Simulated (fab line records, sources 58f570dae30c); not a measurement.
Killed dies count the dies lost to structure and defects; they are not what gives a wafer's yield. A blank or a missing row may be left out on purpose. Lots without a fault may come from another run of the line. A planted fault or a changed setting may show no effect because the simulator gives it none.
Which tool is to blame? | flow berkeley-cmos170 | 7 lots (21 wafers sampled), 1 step of a 331-step route

WHAT THE GAUGES READ, wafer by wafer
UCB170_START_THK_MEAS_03.
lot  | measured    | on            | START_OXIDE_THK (nm)
L201 | day 1 21:40 | film-metro-03 | 19.7 19.8 19.4
L204 | day 2 17:14 | film-metro-03 | 20.3 19.8 19.9
L207 | day 3 06:02 | film-metro-01 | 19.0 19.3 19.3
L212 | day 4 05:11 | film-metro-03 | 19.8 19.8 20.1
L214 | day 4 17:59 | film-metro-03 | 20.0 20.0 19.9
L217 | day 5 09:12 | film-metro-03 | 20.2 20.7 20.7
L221 | day 6 03:32 | film-metro-01 | 19.6 19.8 19.8

TOOL THAT RAN EACH LOT (tool first, then ch and the chambers of the sampled wafers, then the start)
There is no process step in the record ahead of these readings.

THE ANSWER, worked out from the rows above alone
Rule: the lots themselves supply what counts as usual. The widest of any qualifying gaps counts: lots, ordered by their means at a reading, are off when they make up no more than a third of the lots, leave a main group of 4 or more, and stand apart from it by 3 or more times the standard deviation of that group's means. If all means in a main group match to the digits the tables above print for the reading, that group is not used. Also off: a lot with no number at a reading for which 4 or more lots have one. Any other lot the step has rows for is counted as sound.
No lot is off on any of the readings shown, so nothing can be concluded from this.

WHAT THE SIMULATOR HAD PUT IN
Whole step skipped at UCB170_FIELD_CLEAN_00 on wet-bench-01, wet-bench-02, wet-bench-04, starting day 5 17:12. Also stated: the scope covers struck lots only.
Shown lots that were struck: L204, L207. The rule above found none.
